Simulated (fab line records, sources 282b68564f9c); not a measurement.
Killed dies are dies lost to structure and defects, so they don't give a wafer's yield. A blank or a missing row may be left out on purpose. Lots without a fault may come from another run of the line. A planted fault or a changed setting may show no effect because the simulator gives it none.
A struck lot beside a sound one | flow rit_cmos | 13 steps out of a route of 202
Sound: wafers L682.2, L682.5, L682.6. Struck: wafers L672.1, L672.2, L672.6. The cause comes at the end.
At each step with rows: each side's tool, then ch and its chambers, then its first start. Under that, the readings that differ: sound wafers | struck wafers | difference of the means | sigmas: that difference in standard deviations of wafers without a fault.
alike: readings whose means differ by less than 2 such deviations, and words and numbers that are the same on both sides. not compared: withheld readings, readings that some wafer has no value for, bounds like >300 that may hide the same value, and numbers for which the record gives no deviation and whose values overlap.
The two part at a step that has a row with sigmas, a row that says differs or no value, or rows on one side only. Numbers that don't overlap but have no deviation are shown without sigmas and don't part them. A reading that every wafer of one side lacks parts them only if that side has two wafers or more.

first, 2 steps without rows for these wafers: RIT_PLDD_PEB_04; RIT_PLDD_DEVELOP_05 (develop time 49.22 s).
RIT_PLDD_OVL_MEAS_06:
  sound on overlay-02, day 5 16:46; struck on overlay-01, day 3 15:50
  alike: PLDD_OVL
then, 2 steps without rows for these wafers: RIT_PLDD_HARDBAKE_07 (time 60 s); RIT_PLDD_IMPLANT_08.
RIT_PLDD_STRIP_09: strips in O2, time 180 s.
  sound on plasma_asher-04 ch 0,1, day 5 17:05; struck on plasma_asher-02 ch 0,1, day 3 16:10
  alike: drypump_motor_current_A
  not compared: rf_hours_counter_h
RIT_PLDD_TW_MEAS_10:
  sound on film_metro-03, day 5 17:16; struck on film_metro-02, day 3 16:20
  alike: PLDD_TW
then, 4 steps without rows for these wafers: RIT_SPACER_CLEAN_00 (cleans in SC1, time 600 s); RIT_SPACER_CLEAN_01 (cleans in dHF, time 30 s); RIT_SPACER_CLEAN_02 (cleans in SC2, time 600 s); RIT_SPACER_CVD_03 (deposits Si3N4 from SiH2Cl2/NH3, target thk 250 nm, time 3300 s).
RIT_SPACER_THK_MEAS_04:
  sound on film_metro-02, day 5 19:37; struck on film_metro-02, day 3 18:45
  alike: SPACER_NITRIDE_THK
RIT_SPACER_ETCHBACK_05: etches Si3N4 in SF6/CHF3, stops on SiO2, target depth 250 nm, time 229.5 s.
  sound on rie_diel-02 ch 0,1, day 5 19:40; struck on rie_diel-02 ch 0,2,3, day 3 18:49
  no value came back on the struck wafers for any of 5 readings (CHF3_flow_sccm (sccm), SF6_flow_sccm (sccm) and others); on the sound wafers CHF3_flow_sccm (sccm) reads 30.14 30.11 29.91
  reading                                     | sound             | struck            | difference | sigmas
  model.poly-Si_of_GATE_CVD_08.thk_nm (nm)    | 165.8 166.5 168.9 | 231.1 232.2 231.4 | +64.5      |
  model.Si3N4_of_SPACER_CVD_03.thk_nm (nm)    | 196.2 196.6 197.7 | 253.3 250 251.1   | +54.6      |
  model.SiO2_of_FOX2_OXIDATION_00.thk_nm (nm) | 193.6 181.4 191.6 | 234.2 238.5 237.8 | +48.0      |
  not compared: rf_hours_counter_h

WHERE THEY PART
Only at RIT_SPACER_ETCHBACK_05, within this record.

WHY: what the simulator had put in
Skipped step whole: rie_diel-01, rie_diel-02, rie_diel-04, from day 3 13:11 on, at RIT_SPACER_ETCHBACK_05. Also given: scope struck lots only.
